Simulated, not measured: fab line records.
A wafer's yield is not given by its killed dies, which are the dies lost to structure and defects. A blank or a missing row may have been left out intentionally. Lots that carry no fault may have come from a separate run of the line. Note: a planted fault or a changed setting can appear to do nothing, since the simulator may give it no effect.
Lot-split experiment | flow berkeley-cmos170 | 23 wafers read across 5 lots, on a route 331 steps long

== SPLIT DETAILS ==
At UCB170_PWELL_CVD_05 (deposits Si3N4 from SiH2Cl2/NH3, target thk 220 nm, time 3300 s), the setting temp-c was moved away from the recipe's 800 C on 10 of the 23 wafers read, by -2.2% to +0.9%. For the rest of the wafers, this setting stayed at what the recipe calls for.

== FROM THE SPLIT TO THE READING: what the file shows between them, 4 steps ==
- UCB170_PWELL_THK_MEAS_06
- UCB170_PWELL_HMDS_07: prime time 60 s
- UCB170_PWELL_COAT_08: resist thk 900 nm
- UCB170_PWELL_DEVELOP_12: develop time 45 s

== THE READING ==
oes-product-au, in a.u., at UCB170_PWELL_ETCH_14 (etches Si3N4 in CH3F/Ar/O2, stops on SiO2, target depth 242 nm, time 151 s). Fault-free wafers of this fab line usually give 0.941 a.u., standard deviation 0.021 a.u.

wafer  | tool, chamber at the split | temp-c as run, C | against the recipe | oes-product-au, a.u. | against lot-mates on the recipe
L074.2 | -, -                       | 782.1            | -2.2%              | 0.799                | no lot-mate on the recipe
L074.3 | -, -                       | 782.1            | -2.2%              | 0.792                | no lot-mate on the recipe
L074.4 | -, -                       | 782.1            | -2.2%              | 0.749                | no lot-mate on the recipe
L074.5 | -, -                       | 782.1            | -2.2%              | 0.802                | no lot-mate on the recipe
L074.6 | -, -                       | 782.1            | -2.2%              | 0.753                | no lot-mate on the recipe
L075.1 | lpcvd-02, 0                | 800              | recipe             | 0.927                | -
L075.2 | lpcvd-02, 0                | 800              | recipe             | 0.953                | -
L075.4 | lpcvd-02, 0                | 800              | recipe             | 0.953                | -
L080.1 | -, -                       | 807.3            | +0.9%              | 1.004                | no lot-mate on the recipe
L080.2 | -, -                       | 807.3            | +0.9%              | 0.998                | no lot-mate on the recipe
L080.4 | -, -                       | 807.3            | +0.9%              | 0.983                | no lot-mate on the recipe
L080.5 | -, -                       | 807.3            | +0.9%              | 0.969                | no lot-mate on the recipe
L080.6 | -, -                       | 807.3            | +0.9%              | 1.009                | no lot-mate on the recipe
L084.1 | -, -                       | 800              | recipe             | 0.942                | -
L084.2 | -, -                       | 800              | recipe             | 0.923                | -
L084.3 | -, -                       | 800              | recipe             | 0.930                | -
L084.4 | -, -                       | 800              | recipe             | 0.933                | -
L084.6 | -, -                       | 800              | recipe             | 0.921                | -
L083.1 | -, -                       | 800              | recipe             | 0.976                | -
L083.3 | -, -                       | 800              | recipe             | 0.944                | -
L083.4 | -, -                       | 800              | recipe             | 0.970                | -
L083.5 | -, -                       | 800              | recipe             | 0.918                | -
L083.6 | -, -                       | 800              | recipe             | 0.975                | -

THE FIT
A straight line over all 23 wafers: oes-product-au changes by +0.0696 a.u. for each +1% of temp-c; r = +0.97; the points scatter about the line by 0.021 a.u.
Too few moved wafers have a lot-mate on the recipe to fit a line with each lot's own level taken away.

== THE WHOLE CHAIN: every reading that the file lists as answering this split, in the file's order ==
step                     | what it does                                                               | reading                                                                       | change (the file's fit)                  | r (the file's)
UCB170_PWELL_CVD_05      | deposits Si3N4 from SiH2Cl2/NH3, target thk 220 nm, time 3300 s            | Si3N4_of_PWELL_CVD_05.thk-nm (the simulator's own value, which no gauge read) | +30.2 nm for each +1% of the setting     | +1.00
UCB170_PWELL_THK_MEAS_06 |                                                                            | PWELL_NITRIDE_THK                                                             | +30.2 for each +1% of the setting        | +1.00
UCB170_PWELL_ETCH_14     | etches Si3N4 in CH3F/Ar/O2, stops on SiO2, target depth 242 nm, time 151 s | oes-product-au                                                                | +0.0695 a.u. for each +1% of the setting | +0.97
UCB170_PWELL_ETCH_14     | etches Si3N4 in CH3F/Ar/O2, stops on SiO2, target depth 242 nm, time 151 s | etch.depth-nm (the simulator's own value, which no gauge read)                | +28.5 nm for each +1% of the setting     | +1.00

== FILE'S OWN FIT ==
oes-product-au changes by +0.0695 a.u. for each +1% of temp-c, r = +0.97.
